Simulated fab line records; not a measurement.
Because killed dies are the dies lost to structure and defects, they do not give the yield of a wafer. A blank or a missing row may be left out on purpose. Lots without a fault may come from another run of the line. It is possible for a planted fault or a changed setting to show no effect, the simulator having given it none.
fab line records | flow rit-cmos | part 1 of 2: steps 1 to 24 of 34
record: lots: 5 wafers: 15 last-day: 7
route steps=202 shown SPACER@129 NSD@131 PSD@142 SDANNEAL@153 PLDD@159 NLDD@160 SILICIDE@161
lots untouched by any fault: they come from a run of this same line in which no faults occurred
start-h: hours from the record's first day to the start of the lot's first wafer shown | wait-h: time in hours since the lot's previous step | " same as the row above | L1.1+2: a row that stands for several wafers | - either no value or no given start | * or withheld: withheld | < > ~ a bound
route shown NAME@n: names a module that has steps shown in the file, with the first one's number in the route | usual: mean/standard deviation of fault-free wafers | same: alike in all rows | chamber/n: place in a boat | sites: each site's reading | _std_site: standard deviation across them | _edge_site: inner sites' mean taken away from outer sites' mean | radius-mm: how far each site lies from the wafer's centre | mask NAME#n: copy n | behind: the tool/chamber that last shaped the wafer | hold: reason for holding the lot/hours on hold/outcome of the hold | device: the n, p or np transistor that did not switch | end of line: tests of these same wafers at the route's end | where a step has no rows: the recipe by itself | killed: at the first sort, the dies lost to defects and structure; wafer yield is something else | map: the dies of a wafer, with x for killed, . for not killed, _ for no die there
set.NAME: setting as actually run; set.NAME@STEP: the setting as run at that earlier step | model.NAME: the simulator's own value behind a step, which no gauge read
lots at selected steps of the route; one table per step, one row per wafer
services: a tool's chamber out of use, with start hour (start-h, from the record's first day; less than 0 if before it), hours out, and reason
== steps ==
step: RIT_SPACER_THK_MEAS_04
recipe: reads: Si3N4_of_SPACER_CVD_03
usual: SPACER_NITRIDE_THK: 250.8/2.1
columns lot.wafer tool chamber start-h wait-h SPACER_NITRIDE_THK[nm]
L085.2 film-metro-01 - 101.97 0.0 250.8
L085.3 " - " " 250.7
L085.5 " - " " 252.0
L089.1 film-metro-01 - 121.18 0.0 251.2
L089.4 " - " " 251.4
L089.6 " - " " 250.5
L090.1 film-metro-03 - 125.76 0.0 251.2
L090.2 " - " " 249.2
L090.4 " - " " 250.5
L092.3 film-metro-03 - 140.10 0.0 250.2
L092.5 " - " " 249.0
L092.6 " - " " 248.9
L096.1 film-metro-04 - 158.95 0.0 247.7
L096.3 " - " " 248.8
L096.6 " - " " 248.3
step: RIT_SPACER_ETCHBACK_05
recipe: target-depth-a: 2500 SF6_flow_sccm: 30 CHF3_flow_sccm: 30 target: Si3N4 chemistry: SF6/CHF3 pressure-mtorr: 40 rf-w: 250 time-s: 240 stop-on: SiO2
usual: drypump-motor-current-A: 6.0/0.58 oes-product-au: 0.849/0.012 throttle-valve-pct: 10.29/0.16
same: time-s: 240
columns lot.wafer tool chamber start-h wait-h drypump-motor-current-A oes-product-au rf-hours-counter-h throttle-valve-pct
L085.2 rie-diel-02 3 102.02 0.0 6.2 0.847 107 10.30
L085.3 " 0 " " 5.4 0.842 9 10.21
L085.5 " 0 " " 5.4 0.846 - 10.21
L089.1 rie-diel-02 1 121.24 0.1 5.7 0.867 27 10.07
L089.4 " 3 " " 6.2 0.838 107 10.30
L089.6 " 1 " " 5.7 0.857 - 10.07
L090.1 rie-diel-04 1 125.82 0.1 6.5 0.850 99 10.44
L090.2 " 2 " " 5.3 0.829 108 10.15
L090.4 " 0 " " 6.5 0.859 109 10.28
L092.3 rie-diel-02 2 140.14 0.0 5.4 0.860 7 10.36
L092.5 " 1 " " 5.7 0.854 - 10.04
L092.6 " 0 " " 5.4 0.841 - 10.21
L096.1 rie-diel-01 2 159.01 0.1 6.4 0.836 8 10.22
L096.3 " 1 " " 6.3 0.831 72 10.23
L096.6 " 3 " " 4.8 0.836 - 10.07
step: RIT_NSD_HMDS_00
recipe: prime-time-s: 60 prime-temp-c: 140
usual: chill-plate-temp-C: 23.01/0.1 exhaust-pa: 45.0/0.91
columns lot.wafer tool chamber start-h wait-h chill-plate-temp-C exhaust-pa
L085.2 litho-track-03 0 102.19 0.1 23.10 44.0
L085.3 " 0 " " 23.09 43.6
L085.5 " 0 " " 22.83 44.1
L089.1 litho-track-02 0 121.39 0.1 23.05 46.1
L089.4 " 0 " " 22.87 45.3
L089.6 " 0 " " 23.09 45.2
L090.1 litho-track-02 0 125.97 0.1 22.96 45.0
L090.2 " 0 " " 23.01 45.8
L090.4 " 0 " " 22.98 43.7
L092.3 litho-track-01 0 140.34 0.1 22.93 45.8
L092.5 " 0 " " 22.95 45.3
L092.6 " 0 " " 23.11 46.0
L096.1 litho-track-02 0 159.16 0.1 23.07 45.6
L096.3 " 0 " " 22.92 44.9
L096.6 " 0 " " 22.96 44.8
step: RIT_NSD_COAT_01
recipe: resist: NOVOLAK spin-rpm: 3250 resist-thk-nm: 1000
usual: chill-plate-temp-C: 22.97/0.11 exhaust-pa: 44.9/0.75
columns lot.wafer tool chamber start-h wait-h chill-plate-temp-C exhaust-pa
L085.2 litho-track-03 0 102.34 0.1 22.99 45.1
L085.3 " 0 " " 22.90 44.8
L085.5 " 0 " " 22.99 45.8
L089.1 litho-track-02 0 121.54 0.1 23.01 44.9
L089.4 " 0 " " 22.98 44.8
L089.6 " 0 " " 23.12 44.4
L090.1 litho-track-02 0 126.12 0.1 23.01 45.3
L090.2 " 0 " " 23.19 45.7
L090.4 " 0 " " 23.29 45.0
L092.3 litho-track-01 0 140.49 0.1 23.03 45.9
L092.5 " 0 " " 22.90 45.2
L092.6 " 0 " " 22.96 45.0
L096.1 litho-track-02 0 159.31 0.1 22.99 44.8
L096.3 " 0 " " 22.94 44.4
L096.6 " 0 " " 22.98 44.3
step: RIT_NSD_SOFTBAKE_02
recipe: resist: NOVOLAK temp-c: 90 time-s: 57.18
usual: chill-plate-temp-C: 22.99/0.11 exhaust-pa: 45.4/0.94
same: time-s: 57.18
columns lot.wafer tool chamber start-h wait-h chill-plate-temp-C exhaust-pa
L085.2 litho-track-03 0 102.49 0.1 23.00 45.9
L085.3 " 0 " " 22.89 44.9
L085.5 " 0 " " 23.09 45.3
L089.1 litho-track-02 0 121.69 0.1 23.03 46.4
L089.4 " 0 " " 23.06 45.9
L089.6 " 0 " " 23.20 45.9
L090.1 litho-track-02 0 126.27 0.1 23.27 45.3
L090.2 " 0 " " 23.20 45.4
L090.4 " 0 " " 23.11 45.2
L092.3 litho-track-01 0 140.64 0.1 23.08 43.1
L092.5 " 0 " " 23.10 45.1
L092.6 " 0 " " 23.09 43.7
L096.1 litho-track-02 0 159.46 0.1 22.87 44.8
L096.3 " 0 " " 22.86 44.3
L096.6 " 0 " " 22.97 44.3
step: RIT_NSD_EXPOSE_03
recipe: mask-id: M9 na: 0.57 target-cd-nm: 40700 dose-mj: 250
columns lot.wafer tool chamber start-h wait-h mask
L085.2+3+5 iline-stepper-02 0 102.76 0.2 M9#0
L089.1+4+6 iline-stepper-02 0 121.84 0.1 M9#0
L090.1+2+4 iline-stepper-01 0 126.54 0.3 M9#0
L092.3+5+6 iline-stepper-02 0 140.90 0.2 M9#0
L096.1+3+6 iline-stepper-01 0 159.61 0.1 M9#0
step: RIT_NSD_PEB_04
recipe: resist: NOVOLAK temp-c: withheld time-s: withheld
usual: chill-plate-temp-C: * exhaust-pa: 44.9/0.77
columns lot.wafer tool chamber start-h wait-h chill-plate-temp-C exhaust-pa
L085.2 litho-track-02 0 102.89 0.1 * 45.8
L085.3 " 0 " " * 45.4
L085.5 " 0 " " * 46.1
L089.1 litho-track-02 0 121.95 0.1 * 45.3
L089.4 " 0 " " * 45.6
L089.6 " 0 " " * 45.3
L090.1 litho-track-01 0 126.66 0.1 * 43.9
L090.2 " 0 " " * 45.6
L090.4 " 0 " " * 44.4
L092.3 litho-track-01 0 141.03 0.1 * 44.2
L092.5 " 0 " " * 44.5
L092.6 " 0 " " * 42.8
L096.1 litho-track-02 0 159.73 0.1 * 45.2
L096.3 " 0 " " * 44.9
L096.6 " 0 " " * 45.8
step: RIT_NSD_DEVELOP_05
recipe: resist: NOVOLAK develop-time-s: 50 dev-temp-c: 23
usual: chill-plate-temp-C: 23.01/0.096 exhaust-pa: 45.0/0.84
same: develop-time-s: 50
columns lot.wafer tool chamber start-h wait-h chill-plate-temp-C exhaust-pa
L085.2 litho-track-02 0 - - 23.09 44.3
L085.3 " 0 " " 23.13 45.1
L085.5 " 0 " " 23.19 45.2
L089.1 litho-track-02 0 - - 23.08 46.0
L089.4 " 0 " " 23.13 47.0
L089.6 " 0 " " 23.01 46.4
L090.1 litho-track-01 0 - - 23.02 44.4
L090.2 " 0 " " 23.12 45.3
L090.4 " 0 " " 22.98 44.0
L092.3 litho-track-01 0 - - 23.14 45.3
L092.5 " 0 " " 23.01 46.3
L092.6 " 0 " " 22.80 45.1
L096.1 litho-track-02 0 - - 22.99 44.2
L096.3 " 0 " " 22.89 44.7
L096.6 " 0 " " 23.00 45.2
step: RIT_NSD_OVL_MEAS_06
usual: NSD_OVL: -0.9/1.6
columns lot.wafer tool chamber start-h wait-h NSD_OVL[nm]
L085.2 overlay-01 - 103.15 - -1.3
L085.3 " - " " -1.6
L085.5 " - " " -0.7
L089.1 overlay-02 - 122.24 - -1.8
L089.4 " - " " -2.5
L089.6 " - " " -2.4
L090.1 overlay-01 - 126.94 - -1.0
L090.2 " - " " -1.1
L090.4 " - " " -0.7
L092.3 overlay-01 - 141.28 - -1.7
L092.5 " - " " -1.3
L092.6 " - " " -1.1
L096.1 overlay-01 - 160.01 - -0.4
L096.3 " - " " 0.2
L096.6 " - " " -1.6
step: RIT_NSD_HARDBAKE_07
recipe: resist: NOVOLAK temp-c: 140 time-s: 60
usual: chill-plate-temp-C: 22.99/0.1 exhaust-pa: 45.1/0.98
same: time-s: 60
columns lot.wafer tool chamber start-h wait-h chill-plate-temp-C exhaust-pa
L085.2 litho-track-03 0 103.21 0.0 23.09 45.4
L085.3 " 0 " " 23.10 44.9
L085.5 " 0 " " 23.09 44.6
L089.1 litho-track-01 0 122.27 0.0 23.01 44.8
L089.4 " 0 " " 22.97 45.4
L089.6 " 0 " " 22.84 43.3
L090.1 litho-track-03 0 126.98 0.0 22.78 46.0
L090.2 " 0 " " 22.93 45.3
L090.4 " 0 " " 22.86 45.5
L092.3 litho-track-01 0 141.35 0.1 23.02 47.0
L092.5 " 0 " " 22.95 45.4
L092.6 " 0 " " 23.00 46.3
L096.1 litho-track-03 0 160.04 0.0 22.96 46.2
L096.3 " 0 " " 22.99 45.4
L096.6 " 0 " " 22.96 46.3
step: RIT_NSD_IMPLANT_08
recipe: species: P energy-kev: 25 dose-cm2: 1e+15 tilt-deg: 7
usual: beam-on-s: 10.00/0.23 faraday-current-uA: 3134/70
columns lot.wafer tool chamber start-h wait-h beam-on-s faraday-current-uA
L085.2 implanter-02 0 103.36 0.1 10.29 3049
L085.3 " 0 " " 10.25 3062
L085.5 " 0 " " 10.00 3131
L089.1 implanter-02 0 122.42 0.1 9.87 3174
L089.4 " 0 " " 9.77 3211
L089.6 " 0 " " 10.12 3102
L090.1 implanter-01 0 127.13 0.1 9.86 3169
L090.2 " 0 " " 10.04 3121
L090.4 " 0 " " 9.88 3176
L092.3 implanter-04 0 141.50 0.1 10.02 3118
L092.5 " 0 " " 10.16 3065
L092.6 " 0 " " 9.76 3218
L096.1 implanter-01 0 160.19 0.1 10.21 3063
L096.3 " 0 " " 9.61 3258
L096.6 " 0 " " 10.04 3126
step: RIT_NSD_STRIP_09
recipe: chemistry: O2 time-s: 180 resist: NOVOLAK platen-temp-c: withheld power-w: 500 pressure-mtorr: 4000 o2-flow-sccm: 4000
usual: drypump-motor-current-A: 5.57/0.29
same: time-s: 180
columns lot.wafer tool chamber start-h wait-h drypump-motor-current-A rf-hours-counter-h
L085.2 plasma-asher-02 1 103.48 0.1 5.75 46
L085.3 " 1 " " 5.76 -
L085.5 " 0 " " 5.97 -
L089.1 plasma-asher-03 1 122.57 0.1 5.79 49
L089.4 " 1 " " 5.80 -
L089.6 " 0 " " 4.96 -
L090.1 plasma-asher-04 0 127.28 0.1 5.73 34
L090.2 " 1 " " 5.34 34
L090.4 " 0 " " 5.76 -
L092.3 plasma-asher-02 0 141.66 0.1 5.98 -
L092.5 " 1 " " 5.72 -
L092.6 " 0 " " 5.97 -
L096.1 plasma-asher-04 1 160.34 0.1 5.36 36
L096.3 " 0 " " 5.72 -
L096.6 " 0 " " 5.69 -
step: RIT_NSD_TW_MEAS_10
usual: NSD_TW: 3120/31
columns lot.wafer tool chamber start-h wait-h NSD_TW
L085.2 film-metro-02 - 103.67 0.1 3100
L085.3 " - " " 3114
L085.5 " - " " 3098
L089.1 film-metro-04 - 122.75 0.1 3113
L089.4 " - " " 3119
L089.6 " - " " 3123
L090.1 film-metro-01 - 127.45 0.1 3157
L090.2 " - " " 3144
L090.4 " - " " 3172
L092.3 film-metro-02 - 141.80 0.1 3103
L092.5 " - " " 3125
L092.6 " - " " 3112
L096.1 film-metro-02 - 160.52 0.1 3146
L096.3 " - " " 3115
L096.6 " - " " 3120
step: RIT_PSD_HMDS_00
recipe: prime-time-s: 60 prime-temp-c: 140
usual: chill-plate-temp-C: 22.99/0.12 exhaust-pa: 44.9/0.77
columns lot.wafer tool chamber start-h wait-h chill-plate-temp-C exhaust-pa
L085.2 litho-track-03 0 103.74 0.1 23.07 45.4
L085.3 " 0 " " 23.22 44.2
L085.5 " 0 " " 23.15 45.7
L089.1 litho-track-03 0 122.81 0.1 22.98 45.4
L089.4 " 0 " " 23.12 46.1
L089.6 " 0 " " 22.94 44.7
L090.1 litho-track-03 0 127.51 0.1 22.85 45.6
L090.2 " 0 " " 22.84 45.4
L090.4 " 0 " " 23.01 44.8
L092.3 litho-track-01 0 141.89 0.1 23.12 45.2
L092.5 " 0 " " 23.06 43.8
L092.6 " 0 " " 23.06 44.0
L096.1 litho-track-04 0 160.58 0.1 22.96 44.7
L096.3 " 0 " " 22.88 43.6
L096.6 " 0 " " 22.99 43.9
step: RIT_PSD_COAT_01
recipe: resist: NOVOLAK spin-rpm: 3250 resist-thk-nm: 1000
usual: chill-plate-temp-C: 23.02/0.097 exhaust-pa: 44.9/0.97
columns lot.wafer tool chamber start-h wait-h chill-plate-temp-C exhaust-pa
L085.2 litho-track-03 0 103.89 0.1 22.87 45.2
L085.3 " 0 " " 23.01 44.5
L085.5 " 0 " " 22.92 44.9
L089.1 litho-track-03 0 122.96 0.1 22.99 42.9
L089.4 " 0 " " 23.15 43.9
L089.6 " 0 " " 23.06 43.6
L090.1 litho-track-03 0 127.66 0.1 23.09 45.1
L090.2 " 0 " " 23.03 45.9
L090.4 " 0 " " 23.00 44.2
L092.3 litho-track-01 0 142.04 0.1 22.96 43.9
L092.5 " 0 " " 22.95 45.3
L092.6 " 0 " " 22.97 45.4
L096.1 litho-track-04 0 160.73 0.1 22.99 46.3
L096.3 " 0 " " 22.88 44.8
L096.6 " 0 " " 22.94 44.4
step: RIT_PSD_SOFTBAKE_02
recipe: resist: NOVOLAK temp-c: 90 time-s: 60
usual: chill-plate-temp-C: 23.03/0.098 exhaust-pa: 45.0/1
same: time-s: 60
columns lot.wafer tool chamber start-h wait-h chill-plate-temp-C exhaust-pa
L085.2 litho-track-03 0 104.04 0.1 23.04 43.7
L085.3 " 0 " " 23.18 44.1
L085.5 " 0 " " 23.02 43.6
L089.1 litho-track-03 0 123.11 0.1 23.03 44.3
L089.4 " 0 " " 22.98 43.8
L089.6 " 0 " " 23.15 44.4
L090.1 litho-track-03 0 127.81 0.1 22.93 45.3
L090.2 " 0 " " 23.07 45.2
L090.4 " 0 " " 22.96 44.4
L092.3 litho-track-01 0 142.19 0.1 23.17 45.4
L092.5 " 0 " " 23.03 45.1
L092.6 " 0 " " 22.97 46.3
L096.1 litho-track-04 0 160.88 0.1 23.19 45.0
L096.3 " 0 " " 23.04 46.1
L096.6 " 0 " " 22.98 46.9
step: RIT_PSD_EXPOSE_03
recipe: mask-id: M10 na: 0.57 target-cd-nm: 40900 dose-mj: 250
columns lot.wafer tool chamber start-h wait-h mask
L085.2+3+5 iline-stepper-02 0 104.31 0.2 M10#0
L089.1+4+6 iline-stepper-02 0 123.38 0.2 M10#0
L090.1+2+4 iline-stepper-01 0 128.09 0.2 M10#0
L092.3+5+6 iline-stepper-01 0 142.32 0.1 M10#0
L096.1+3+6 iline-stepper-01 0 161.03 0.1 M10#0
step: RIT_PSD_PEB_04
recipe: resist: NOVOLAK temp-c: withheld time-s: withheld
usual: chill-plate-temp-C: * exhaust-pa: 44.8/0.89
columns lot.wafer tool chamber start-h wait-h chill-plate-temp-C exhaust-pa
L085.2 litho-track-03 0 104.43 0.1 * 45.4
L085.3 " 0 " " * 43.9
L085.5 " 0 " " * 43.9
L089.1 litho-track-01 0 123.50 0.1 * 44.6
L089.4 " 0 " " * 43.9
L089.6 " 0 " " * 42.7
L090.1 litho-track-04 0 128.21 0.1 * 44.0
L090.2 " 0 " " * 44.9
L090.4 " 0 " " * 44.3
L092.3 litho-track-01 0 142.51 0.2 * 43.6
L092.5 " 0 " " * 44.6
L092.6 " 0 " " * 45.1
L096.1 litho-track-03 0 161.15 0.1 * 43.8
L096.3 " 0 " " * 44.9
L096.6 " 0 " " * 45.4
step: RIT_PSD_DEVELOP_05
recipe: resist: NOVOLAK develop-time-s: 50 dev-temp-c: 23
usual: chill-plate-temp-C: 22.98/0.11 exhaust-pa: 45.1/0.89
same: develop-time-s: 50
columns lot.wafer tool chamber start-h wait-h chill-plate-temp-C exhaust-pa
L085.2 litho-track-03 0 - - 23.04 45.0
L085.3 " 0 " " 23.08 45.0
L085.5 " 0 " " 23.08 45.1
L089.1 litho-track-01 0 - - 23.23 44.0
L089.4 " 0 " " 23.09 44.6
L089.6 " 0 " " 22.92 44.3
L090.1 litho-track-04 0 - - 22.92 47.0
L090.2 " 0 " " 22.98 46.1
L090.4 " 0 " " 22.89 44.7
L092.3 litho-track-01 0 - - 22.97 47.0
L092.5 " 0 " " 23.03 45.3
L092.6 " 0 " " 22.78 46.4
L096.1 litho-track-03 0 - - 23.01 45.6
L096.3 " 0 " " 22.88 44.9
L096.6 " 0 " " 22.80 45.0
step: RIT_PSD_OVL_MEAS_06
usual: PSD_OVL: -0.7/1.4
columns lot.wafer tool chamber start-h wait-h PSD_OVL[nm]
L085.2 overlay-02 - 104.70 - -1.7
L085.3 " - " " -2.5
L085.5 " - " " -3.6
L089.1 overlay-02 - 123.78 - -2.9
L089.4 " - " " -0.7
L089.6 " - " " -1.3
L090.1 overlay-02 - 128.49 - -1.4
L090.2 " - " " -0.5
L090.4 " - " " -1.1
L092.3 overlay-02 - 142.76 - -1.9
L092.5 " - " " -3.2
L092.6 " - " " -2.6
L096.1 overlay-02 - 161.43 - -0.9
L096.3 " - " " -3.4
L096.6 " - " " -0.7
step: RIT_PSD_HARDBAKE_07
recipe: resist: NOVOLAK temp-c: 140 time-s: 60
usual: chill-plate-temp-C: 23.01/0.11 exhaust-pa: 44.8/0.88
same: time-s: 60
columns lot.wafer tool chamber start-h wait-h chill-plate-temp-C exhaust-pa
L085.2 litho-track-01 0 104.75 0.0 23.09 43.9
L085.3 " 0 " " 23.07 43.9
L085.5 " 0 " " 23.24 44.6
L089.1 litho-track-01 0 123.82 0.0 23.12 44.9
L089.4 " 0 " " 23.11 45.4
L089.6 " 0 " " 23.02 45.2
L090.1 litho-track-01 0 128.53 0.0 22.96 44.4
L090.2 " 0 " " 22.99 46.2
L090.4 " 0 " " 22.94 46.1
L092.3 litho-track-03 0 142.83 0.1 22.94 44.1
L092.5 " 0 " " 22.94 44.3
L092.6 " 0 " " 23.11 45.2
L096.1 litho-track-04 0 161.47 0.0 23.02 44.7
L096.3 " 0 " " 23.02 45.3
L096.6 " 0 " " 23.09 45.4
step: RIT_PSD_IMPLANT_08
recipe: species: BF2 energy-kev: 27 dose-cm2: 4.937e+15 tilt-deg: 7
usual: beam-on-s: 13.4/1.2 faraday-current-uA: 11376/970
columns lot.wafer tool chamber start-h wait-h beam-on-s faraday-current-uA
L085.2 implanter-03 0 104.90 0.1 12.3 12341
L085.3 " 0 " " 12.5 12119
L085.5 " 0 " " 12.6 12076
L089.1 implanter-03 0 123.97 0.1 12.2 12424
L089.4 " 0 " " 12.4 12220
L089.6 " 0 " " 12.2 12361
L090.1 implanter-03 0 128.68 0.1 12.1 12591
L090.2 " 0 " " 12.4 12178
L090.4 " 0 " " 12.2 12314
L092.3 implanter-03 0 142.98 0.1 12.4 12256
L092.5 " 0 " " 12.5 12089
L092.6 " 0 " " 12.5 12097
L096.1 implanter-02 0 161.62 0.1 12.0 12667
L096.3 " 0 " " 11.7 12786
L096.6 " 0 " " 12.1 12516
step: RIT_PSD_STRIP_09
recipe: chemistry: O2 time-s: 180 resist: NOVOLAK platen-temp-c: withheld power-w: 500 pressure-mtorr: 4000 o2-flow-sccm: 4000
usual: drypump-motor-current-A: 5.7/0.32
same: time-s: 180
columns lot.wafer tool chamber start-h wait-h drypump-motor-current-A rf-hours-counter-h
L085.2 plasma-asher-02 0 105.03 0.1 6.0 46
L085.3 " 1 " " 5.7 -
L085.5 " 1 " " 5.8 -
L089.1 plasma-asher-04 0 124.12 0.1 5.7 34
L089.4 " 1 " " 5.3 -
L089.6 " 0 " " 5.7 -
L090.1 plasma-asher-02 1 128.83 0.1 5.8 49
L090.2 " 0 " " 6.0 49
L090.4 " 1 " " 5.7 -
L092.3 plasma-asher-01 1 143.14 0.1 6.2 -
L092.5 " 1 " " 6.2 -
L092.6 " 0 " " 5.3 -
L096.1 plasma-asher-01 1 161.77 0.1 6.2 5
L096.3 " 0 " " 5.3 -
L096.6 " 0 " " 5.3 -
step: RIT_PSD_TW_MEAS_10
usual: PSD_TW: 3422/31
columns lot.wafer tool chamber start-h wait-h PSD_TW
L085.2 film-metro-04 - 105.21 0.1 3389
L085.3 " - " " 3386
L085.5 " - " " 3411
L089.1 film-metro-02 - 124.29 0.1 3425
L089.4 " - " " 3419
L089.6 " - " " 3429
L090.1 film-metro-02 - 129.00 0.1 3422
L090.2 " - " " 3433
L090.4 " - " " 3428
L092.3 film-metro-04 - 143.28 0.1 3434
L092.5 " - " " 3411
L092.6 " - " " 3436
L096.1 film-metro-01 - 161.94 0.1 3467
L096.3 " - " " 3471
L096.6 " - " " 3474
